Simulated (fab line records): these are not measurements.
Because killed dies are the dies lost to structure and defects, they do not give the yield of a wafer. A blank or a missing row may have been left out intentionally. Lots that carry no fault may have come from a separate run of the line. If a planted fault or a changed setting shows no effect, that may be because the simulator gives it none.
fab line records	flow rit_cmos	part 2 of 2: steps 38 to 51 of 51
record: lots: 5	wafers: 15	last_day: 7
route steps=202 shown ACTIVE@18 FOX1@20 FOX2@23 NWELL@28 PWELL@39 WELLDRIVE@50 NRETRO@53 PRETRO@64
lots with no fault: from the same line, run without faults
start_h: start of the lot's first displayed wafer, in hours after the record's first day	wait_h: hours from the lot's prior step to this one	" same as the row above	L1.1+2: a row that stands for several wafers	- either no value or no given start	* or withheld: withheld	< > ~ a bound
route shown NAME@n: NAME is a module with steps in the file, n the number in the route of the first one	usual: mean and standard deviation over wafers with no fault	same: alike in all rows	chamber/n: place in a boat	sites: per-site readings	_std_site: their standard deviation	_edge_site: inner sites' mean taken away from outer sites' mean	radius_mm: how far each site lies from the wafer's centre	mask NAME#n: copy n	behind: the most recent tool/chamber to have shaped the wafer	hold: why the lot was held/for how many hours/how that ended	device: which transistor (n, p or np) failed to switch	end of line: the same wafers' tests at the end of the route	step lacking rows: just its recipe	killed: dies that structure and defects cost at the first sort, which is not the same as the wafer's yield	map: the dies of a wafer, with x for killed, . for not killed, _ for no die there
set.NAME: the run value of the setting; set.NAME@STEP: its run value at that earlier step	model.NAME: the simulator's own value behind a step, which no gauge read
certain route steps with their lots: each step a table, each wafer a row
services: from which hour (start_h, from the record's first day; less than 0 if before it) a tool's chamber was out of use, for how many hours, and why
== steps ==
step: RIT_NRETRO_SOFTBAKE_02
recipe: resist: NOVOLAK	temp_c: 90	time_s: 60
lot.wafer	tool	chamber	start_h	wait_h
L075.2+4+6	litho_track-02	0	35.96	0.1
L077.1+2+5	litho_track-01	0	49.20	0.1
L079.2+5+6	litho_track-02	0	60.36	0.1
L087.1+2+3	litho_track-03	0	95.47	0.1
L094.1+4+5	litho_track-01	0	129.66	0.1
step: RIT_NRETRO_EXPOSE_03
recipe: mask_id: M4	na: 0.57	target_cd_nm: 43900	dose_mj: 250
lot.wafer	tool	chamber	start_h	wait_h	mask
L075.2+4+6	iline_stepper-01	0	36.11	0.1	M4#0
L077.1+2+5	iline_stepper-02	0	49.35	0.1	M4#0
L079.2+5+6	iline_stepper-02	0	60.50	0.1	M4#0
L087.1+2+3	iline_stepper-02	0	95.74	0.2	M4#0
L094.1+4+5	iline_stepper-02	0	129.81	0.1	M4#0
step: RIT_NRETRO_PEB_04
recipe: resist: NOVOLAK	temp_c: withheld	time_s: withheld
lot.wafer	tool	chamber	start_h	wait_h
L075.2+4+6	litho_track-01	0	36.23	0.1
L077.1+2+5	litho_track-02	0	49.47	0.1
L079.2+5+6	litho_track-02	0	60.63	0.1
L087.1+2+3	litho_track-01	0	95.86	0.1
L094.1+4+5	litho_track-01	0	129.92	0.1
step: RIT_NRETRO_DEVELOP_05
recipe: resist: NOVOLAK	develop_time_s: 68	dev_temp_c: 23
lot.wafer	tool	chamber	start_h	wait_h
L075.2+4+6	litho_track-01	0	-	-
L077.1+2+5	litho_track-02	0	-	-
L079.2+5+6	litho_track-02	0	-	-
L087.1+2+3	litho_track-01	0	-	-
L094.1+4+5	litho_track-01	0	-	-
step: RIT_NRETRO_OVL_MEAS_06
usual: NRETRO_OVL: 1.1/1.3
lot.wafer	tool	chamber	start_h	wait_h	NRETRO_OVL[nm]
L075.2	overlay-02	-	36.52	-	3.1
L075.4	"	-	"	"	0.0
L075.6	"	-	"	"	1.1
L077.1	overlay-01	-	49.78	-	0.9
L077.2	"	-	"	"	-0.9
L077.5	"	-	"	"	3.1
L079.2	overlay-02	-	60.92	-	0.3
L079.5	"	-	"	"	-2.9
L079.6	"	-	"	"	-0.1
L087.1	overlay-02	-	96.17	-	0.4
L087.2	"	-	"	"	0.3
L087.3	"	-	"	"	0.1
L094.1	overlay-02	-	130.24	-	4.0
L094.4	"	-	"	"	1.2
L094.5	"	-	"	"	1.0
step: RIT_NRETRO_HARDBAKE_07
recipe: resist: NOVOLAK	temp_c: 140	time_s: 120
lot.wafer	tool	chamber	start_h	wait_h
L075.2+4+6	litho_track-03	0	36.59	0.1
L077.1+2+5	litho_track-01	0	49.82	0.0
L079.2+5+6	litho_track-01	0	60.99	0.1
L087.1+2+3	litho_track-01	0	96.21	0.0
L094.1+4+5	litho_track-03	0	130.27	0.0
step: RIT_NRETRO_IMPLANT_08
recipe: species: P	energy_kev: 70	dose_cm2: 1e+13	tilt_deg: 7
usual: faraday_current_uA: 31.7/0.62
lot.wafer	tool	chamber	start_h	wait_h	faraday_current_uA
L075.2	implanter-02	0	36.83	0.2	30.3
L075.4	"	0	"	"	31.4
L075.6	"	0	"	"	31.2
L077.1	implanter-02	0	50.07	0.2	32.2
L077.2	"	0	"	"	31.5
L077.5	"	0	"	"	31.9
L079.2	implanter-02	0	61.23	0.2	30.3
L079.5	"	0	"	"	30.7
L079.6	"	0	"	"	30.8
L087.1	implanter-03	0	96.46	0.2	32.3
L087.2	"	0	"	"	32.6
L087.3	"	0	"	"	32.5
L094.1	implanter-02	0	130.52	0.2	31.3
L094.4	"	0	"	"	31.4
L094.5	"	0	"	"	32.6
step: RIT_NRETRO_STRIP_09
recipe: chemistry: O2	time_s: 180	resist: NOVOLAK	platen_temp_c: withheld	power_w: 500	pressure_mtorr: 4000	o2_flow_sccm: 4000
usual: drypump_motor_current_A: 5.86/0.19	o2_flow_sccm: 4000/13
lot.wafer	tool	chamber	start_h	wait_h	drypump_motor_current_A	o2_flow_sccm	rf_hours_counter_h
L075.2	plasma_asher-01	1	36.95	0.1	5.77	3996	39
L075.4	"	1	"	"	5.77	4016	-
L075.6	"	1	"	"	5.76	4001	-
L077.1	plasma_asher-01	0	50.22	0.1	5.81	3965	40
L077.2	"	1	"	"	5.76	3999	40
L077.5	"	0	"	"	5.82	3971	-
L079.2	plasma_asher-03	0	61.35	0.1	5.77	3990	42
L079.5	"	1	"	"	5.66	3999	-
L079.6	"	0	"	"	5.78	3969	-
L087.1	plasma_asher-04	1	96.61	0.1	6.16	3983	29
L087.2	"	0	"	"	6.19	3992	29
L087.3	"	1	"	"	6.17	3975	-
L094.1	plasma_asher-04	0	130.67	0.1	6.21	4026	33
L094.4	"	0	"	"	6.19	4001	-
L094.5	"	0	"	"	6.20	3993	-
step: RIT_NRETRO_TW_MEAS_10
usual: NRETRO_TW: 1045/8.6
lot.wafer	tool	chamber	start_h	wait_h	NRETRO_TW
L075.2	film_metro-02	-	37.14	0.1	1039
L075.4	"	-	"	"	1038
L075.6	"	-	"	"	1043
L077.1	film_metro-03	-	50.39	0.1	1038
L077.2	"	-	"	"	1041
L077.5	"	-	"	"	1039
L079.2	film_metro-03	-	61.54	0.1	1037
L079.5	"	-	"	"	1038
L079.6	"	-	"	"	1038
L087.1	film_metro-03	-	96.78	0.1	1038
L087.2	"	-	"	"	1040
L087.3	"	-	"	"	1037
L094.1	film_metro-02	-	130.85	0.1	1037
L094.4	"	-	"	"	1038
L094.5	"	-	"	"	1042
step: RIT_PRETRO_HMDS_00
recipe: prime_time_s: 60	prime_temp_c: 140
lot.wafer	tool	chamber	start_h	wait_h
L075.2+4+6	litho_track-01	0	37.21	0.1
L077.1+2+5	litho_track-02	0	50.45	0.1
L079.2+5+6	litho_track-02	0	61.61	0.1
L087.1+2+3	litho_track-01	0	96.84	0.1
L094.1+4+5	litho_track-02	0	130.91	0.1
step: RIT_PRETRO_COAT_01
recipe: resist: NOVOLAK	spin_rpm: 2000	resist_thk_nm: 1300
usual: dispense_pressure_kPa: 50.2/1.3
lot.wafer	tool	chamber	start_h	wait_h	dispense_pressure_kPa
L075.2	litho_track-01	0	37.36	0.1	49.0
L075.4	"	0	"	"	49.1
L075.6	"	0	"	"	49.0
L077.1	litho_track-02	0	50.60	0.1	51.4
L077.2	"	0	"	"	51.5
L077.5	"	0	"	"	51.4
L079.2	litho_track-02	0	61.76	0.1	51.4
L079.5	"	0	"	"	51.4
L079.6	"	0	"	"	51.4
L087.1	litho_track-01	0	96.99	0.1	49.1
L087.2	"	0	"	"	49.1
L087.3	"	0	"	"	49.1
L094.1	litho_track-02	0	131.06	0.1	51.4
L094.4	"	0	"	"	51.5
L094.5	"	0	"	"	51.4
step: RIT_PRETRO_SOFTBAKE_02
recipe: resist: NOVOLAK	temp_c: 90	time_s: 60
lot.wafer	tool	chamber	start_h	wait_h
L075.2+4+6	litho_track-01	0	37.51	0.1
L077.1+2+5	litho_track-02	0	50.75	0.1
L079.2+5+6	litho_track-02	0	61.91	0.1
L087.1+2+3	litho_track-01	0	97.14	0.1
L094.1+4+5	litho_track-02	0	131.21	0.1
step: RIT_PRETRO_EXPOSE_03
recipe: mask_id: M5	na: 0.57	target_cd_nm: 43700	dose_mj: 250
lot.wafer	tool	chamber	start_h	wait_h	mask
L075.2+4+6	iline_stepper-02	0	37.78	0.2	M5#0
L077.1+2+5	iline_stepper-01	0	50.90	0.1	M5#0
L079.2+5+6	iline_stepper-01	0	62.05	0.1	M5#0
L087.1+2+3	iline_stepper-02	0	97.29	0.1	M5#0
L094.1+4+5	iline_stepper-02	0	131.49	0.2	M5#0
step: RIT_PRETRO_PEB_04
recipe: resist: NOVOLAK	temp_c: withheld	time_s: withheld
lot.wafer	tool	chamber	start_h	wait_h
L075.2+4+6	litho_track-02	0	37.90	0.1
L077.1+2+5	litho_track-04	0	51.02	0.1
L079.2+5+6	litho_track-02	0	62.18	0.1
L087.1+2+3	litho_track-01	0	97.41	0.1
L094.1+4+5	litho_track-01	0	131.69	0.2
== services ==
tool	chamber	start_h	hours	kind
implanter-01	-	-3.53	5.5	pm
furnace-04	-	1.17	3.7	pm
iline_stepper-02	-	5.62	3.2	repair
implanter-01	-	10.09	3.7	pm
implanter-03	-	25.11	4.3	pm
furnace-01	-	30.36	3.7	pm
implanter-03	-	38.57	3.5	repair
iline_stepper-02	-	39.05	1.7	pm
furnace-04	-	42.17	16.0	pm
iline_stepper-02	0	44.72	-	calibration
implanter-03	-	62.72	1.9	repair
implanter-02	-	74.22	1.7	repair
plasma_asher-04	-	105.75	0.9	repair
plasma_asher-02	-	108.75	9.0	pm
plasma_asher-02	0	108.75	9.0	vent_cycle
plasma_asher-02	1	108.75	9.0	vent_cycle
plasma_asher-02	0	117.75	-	clean
plasma_asher-02	1	117.75	-	clean
wet_bench-04	-	120.41	1.9	pm
implanter-01	-	127.38	9.0	repair
